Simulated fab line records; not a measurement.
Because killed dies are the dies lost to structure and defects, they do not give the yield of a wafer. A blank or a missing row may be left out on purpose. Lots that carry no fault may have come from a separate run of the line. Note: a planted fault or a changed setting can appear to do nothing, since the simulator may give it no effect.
2 desks looking at one fault :: flow berkeley_cmos170 :: only its own numbers are on each desk; what lay behind them is given at the end

== AT THE METROLOGY DESK ==
Means of the sampled wafers that have a number, per lot and without regard to the tool the lot ran on: this is what the gauges read. The brackets show how far a lot's mean lies from the usual mean; more than 4 standard deviations puts the lot out of limits, marked OUT.
Columns: A = cd_nm at UCB170_M2_CD_MEAS_15, usual 700.6 nm; B = M2_OVL at UCB170_M2_OVL_MEAS_16, usual 2 nm; C = cd_nm at UCB170_M2_CD_MEAS_90, usual 702.0 nm
lot: L434
first seen here: day 9 01:12
A: 700.7
B: 4
C: 704.7

lot: L435
first seen here: day 9 11:59
A: 700.4
B: 6
C: 705.1

lot: L439
first seen here: day 10 04:54
A: 698.4
B: -2
C: 702.1

lot: L442
first seen here: day 10 13:22
A: 700.4
B: 7
C: 702.7

lot: L454
first seen here: day 12 20:59
A: 700.7
B: -2
C: 701.9

lot: L455
first seen here: day 14 03:05
A: 701.2
B: 6
C: 702.9
Result from this desk: across the 6 lots, nothing is out of limits.

== AT THE TOOL OWNER'S DESK: rie_metal-03 ==
The tool's own readings at UCB170_M2_METAL_ETCH_18 (etches Al in Cl2/BCl3, stops on SiO2, target depth 1170 nm, time 195 s): means of the sampled wafers that have a number, for each lot that ran on this tool. The brackets show how far a lot's mean lies from the usual mean; more than 4 standard deviations puts the lot out of limits, marked OUT.
Columns: A = bias_w at UCB170_M2_METAL_ETCH_18, usual 120.0 W; B = drypump_motor_current_A at UCB170_M2_METAL_ETCH_18, usual 5.7 A; C = oes_product_au at UCB170_M2_METAL_ETCH_18, usual 0.860 a.u.; D = rf_fwd_power_W at UCB170_M2_METAL_ETCH_18, usual 597.5 W; E = throttle_valve_pct at UCB170_M2_METAL_ETCH_18, usual 24.53 %
lot: L442
first seen here: day 10 13:34
A: 120.3
B: 6.0
C: 0.866
D: 596.1
E: 24.77

lot: L454
first seen here: day 12 21:11
A: 138.5 (+54) OUT
B: 5.5
C: 0.873
D: 598.4
E: 24.60

lot: L455
first seen here: day 14 03:17
A: 138.9 (+56) OUT
B: 5.7
C: 0.866
D: 597.5
E: 24.68
This desk's verdict: out of limits on L454, L455, starting with L454 at day 12 21:11 (bias_w at UCB170_M2_METAL_ETCH_18). In limits: L442.

== ALL TOGETHER ==
At day 12 21:11, on L454, L455, the tool owner's desk was in a position to raise an alarm.
Nothing out of limits was seen by the metrology desk.
The metrology desk holds a record of L454, L455, inside its limits.
Of the lots named, all ran UCB170_M2_METAL_ETCH_18 on rie_metal-03.

== WHAT WAS PUT IN BY THE SIMULATOR ==
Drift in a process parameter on rie_metal-03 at UCB170_M2_METAL_ETCH_18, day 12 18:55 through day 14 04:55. The setting bias_w was moved by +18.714, starting from 120. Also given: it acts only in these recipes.
Shown lots that were struck: L454, L455.
How many hours passed from the start of the fault until each desk's first out-of-limits reading: the tool owner's desk, 2.
